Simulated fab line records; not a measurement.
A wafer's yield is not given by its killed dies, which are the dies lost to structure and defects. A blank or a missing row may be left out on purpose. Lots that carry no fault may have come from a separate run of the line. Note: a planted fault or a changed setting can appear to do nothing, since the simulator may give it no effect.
Chamber matching    flow berkeleyCmos170    UCB170_V1_CVD_00 on pecvd-03: 3 sister chambers
The step deposits SiO2 from TEOS/O2, target thk 2000 nm, time 250 s. 3 wafers are shown with their chamber, then 7 later ones without.

== WAFERS WITH THEIR CHAMBER ==
wafer   chamber  heaterPowerW (W)
L335.2  0        178
L334.1  1        290
L334.5  2        159

== WAFERS WITH NO CHAMBER GIVEN ==
wafer   heaterPowerW (W)
L334.6  373
L336.1  236
L336.3  210
L336.5  161
L349.2  157
L349.3  342
L349.5  208

== EACH ONE'S CHAMBER ==
wafer   from the rows above           in truth
L334.6  1                             1
L336.1  can't be placed: 1 or 0 or 2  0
L336.3  can't be placed: 0 or 2 or 1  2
L336.5  can't be placed: 2 or 0       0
L349.2  can't be placed: 2 or 0       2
L349.3  1                             1
L349.5  can't be placed: 0 or 2 or 1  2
Correctly placed: 2 of 7. These rows do not allow placing 5 (true chamber among the candidates in 5). Placed wrongly: 0.
How it was worked out, from the rows above alone: a wafer's distance from a chamber is the root of the sum, over the readings, of the square of ((its reading less the chamber's mean) divided by the reading's scatter). The wafer belongs to the nearest chamber; if the next one is less than 2 further off, it can't be placed. For every chamber, the mean is computed from those of its wafers that are shown. The scatter: root of mean squared gap, hidden wafer to nearest shown wafer, with one shown wafer a chamber.
